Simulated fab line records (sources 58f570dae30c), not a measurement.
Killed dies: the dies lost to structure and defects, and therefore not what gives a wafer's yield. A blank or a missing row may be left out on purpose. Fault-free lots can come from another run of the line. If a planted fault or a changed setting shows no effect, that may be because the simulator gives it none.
A struck lot beside a sound one -- flow berkeleyCmos170 -- 15 steps out of a route of 331
Sound: wafers L237.1, L237.2, L237.6. Struck: wafer L242.1. (L242.2 of the same lot was not struck and is left out.) The cause comes at the end.
At each step with rows: each side's tool, then ch and its chambers, then its first start. Under that, the readings that differ: sound wafers -- struck wafers -- difference of the means -- sigmas: that difference in standard deviations of wafers without a fault.
alike: readings with means less than 2 such deviations apart, plus words and numbers identical on both sides. not compared: withheld readings, readings lacking a value on some wafer, bounds such as >300 that could conceal the same value, and numbers that have no deviation in the record and whose values overlap.
The two part at a step that has a row with sigmas, a row that says differs or no value, or rows on one side only. Numbers that don't overlap but have no deviation are shown without sigmas and don't part them. A reading that every wafer of one side lacks parts them only if that side has two wafers or more.

first, 2 steps without rows for these wafers: UCB170_ACTIVE_ANNEAL_04 (time 900 s); UCB170_ACTIVE_CVD_05 (deposits Si3N4 from SiH2Cl2/NH3, target thk 220 nm, time 3300 s).
UCB170_ACTIVE_THK_MEAS_06:
  sound on filmMetro-04, day 5 16:58; struck on filmMetro-03, day 6 20:20
  alike: ACTIVE_NITRIDE_THK
then, 6 steps without rows for these wafers: UCB170_ACTIVE_HMDS_07 (prime time 60 s); UCB170_ACTIVE_COAT_08 (resist thk 900 nm); UCB170_ACTIVE_SOFTBAKE_09 (time 60 s); UCB170_ACTIVE_EXPOSE_10 (exposes mask ACTIVE, target cd 1200 nm); UCB170_ACTIVE_PEB_11; UCB170_ACTIVE_DEVELOP_12 (develop time 45 s).
UCB170_ACTIVE_CD_MEAS_13: the cd target is 1200 nm.
  sound on cdSem-02, day 5 17:54; struck on cdSem-01, day 6 21:20
  alike: cdNm
UCB170_ACTIVE_OVL_MEAS_14:
  sound on overlay-01, day 5 18:01; struck on overlay-02, day 6 21:27
  alike: ACTIVE_OVL
UCB170_ACTIVE_ETCH_15: etches Si3N4 in CH3F/Ar/O2, stops on SiO2, target depth 242 nm, time 151 s.
  sound on rieDiel-02 ch 0,1,2, day 5 18:03; struck on rieDiel-02 ch 0, day 6 21:29
  alike: chamberPressureMTorr, drypumpMotorCurrentA, oesProductAu, throttleValvePct
  not compared: rfHoursCounterH
UCB170_ACTIVE_STRIP_16: strips in O2.
  sound on plasmaAsher-01 ch 0,1, day 5 18:09; struck on plasmaAsher-01 ch 1, day 6 21:35
reading,sound,struck,difference,sigmas
oesProductAu (a.u.),0.721 0.717 0.720,0.744,+0.025,+5
  alike: chamberPressureMTorr, drypumpMotorCurrentA, stripTimeToEndpointS
  not compared: rfHoursCounterH
UCB170_ACTIVE_CD_MEAS_90: the cd target is 1200 nm.
  sound on cdSem-02, day 5 18:15; struck on cdSem-01, day 6 21:41
  alike: cdNm
UCB170_M3_PROBE_99:
  sound wafers here have rows in the record (prober-01, day 8 19:14); struck ones have none

== WHERE THEY PART ==
Earliest at UCB170_ACTIVE_STRIP_16; latest, in this record, at UCB170_M3_PROBE_99.

WHY: what the simulator had put in
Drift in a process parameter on plasmaAsher-01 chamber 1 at UCB170_ACTIVE_STRIP_16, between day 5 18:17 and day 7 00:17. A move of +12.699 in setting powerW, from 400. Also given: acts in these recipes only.
